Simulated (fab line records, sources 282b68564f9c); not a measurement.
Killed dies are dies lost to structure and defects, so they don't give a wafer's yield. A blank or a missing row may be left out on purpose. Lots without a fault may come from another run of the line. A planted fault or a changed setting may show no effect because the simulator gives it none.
One fault seen from 2 desks | flow rit_cmos | each desk has only its own numbers; what lay behind them comes last

THE TOOL OWNER'S DESK: implanter-03
The tool's own readings at RIT_NRETRO_IMPLANT_08: means of the sampled wafers that have a number, for each lot that ran on this tool. A lot is out of limits, marked OUT, if its mean lies more than 4 standard deviations from the usual mean; the brackets give that distance.
Columns: A = dose_ions_cm2 at RIT_NRETRO_IMPLANT_08, usual 1e+13; B = faraday_current_uA at RIT_NRETRO_IMPLANT_08, usual 31.7
lot  | first seen here | A                       | B
L573 | day 2 13:32     | 1e+13                   | 31.4
L575 | day 2 21:01     | 1e+13                   | 31.7
L577 | day 3 09:32     | 1e+13                   | 32.1
L585 | day 5 00:46     | 1e+13                   | 32.0
L586 | day 5 05:33     | 8e+12 (-99 or more) OUT | 24.7 (-12) OUT
L587 | day 5 10:38     | 8e+12 (-99 or more) OUT | 25.0 (-11) OUT
This desk's finding: out of limits on L586, L587; first on L586, day 5 05:33 (dose_ions_cm2 at RIT_NRETRO_IMPLANT_08). In limits: L573, L575, L577, L585.

THE METROLOGY DESK
What the gauges read, lot by lot, whatever tool the lot ran on: means of the sampled wafers that have a number. A lot is out of limits, marked OUT, if its mean lies more than 4 standard deviations from the usual mean; the brackets give that distance.
Columns: A = NRETRO_TW at RIT_NRETRO_TW_MEAS_10, usual 1052
lot  | first seen here | A
L572 | day 2 07:19     | 1041
L573 | day 2 13:52     | 1070
L574 | day 2 20:04     | 1039
L575 | day 2 21:20     | 1040
L576 | day 3 02:41     | 1043
L577 | day 3 09:52     | 1047
L580 | day 4 02:20     | 1062
L581 | day 4 07:17     | 1068
L582 | day 4 08:47     | 1066
L583 | day 4 13:50     | 1067
L585 | day 5 01:06     | 1035
L586 | day 5 05:52     | 957 (-6.8) OUT
L587 | day 5 10:56     | 953 (-7.0) OUT
L591 | day 6 08:40     | 1035
This desk's finding: out of limits on L586, L587; first on L586, day 5 05:52 (NRETRO_TW at RIT_NRETRO_TW_MEAS_10). In limits: L572, L573, L574, L575, L576, L577, L580, L581, L582, L583, L585, L591.

PUT TOGETHER
The tool owner's desk could have raised an alarm at day 5 05:33, on L586, L587.
The metrology desk could have raised an alarm at day 5 05:52, on L586, L587.
Of the lots named, all ran RIT_NRETRO_IMPLANT_08 on implanter-03.

WHAT THE SIMULATOR HAD PUT IN
Process parameter drift: implanter-03, from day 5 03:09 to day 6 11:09, at RIT_NRETRO_IMPLANT_08. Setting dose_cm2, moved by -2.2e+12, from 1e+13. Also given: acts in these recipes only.
Lots struck among those shown: L586, L587.
Hours from the fault's start to each desk's first reading out of limits: the tool owner's desk, 2; the metrology desk, 3.
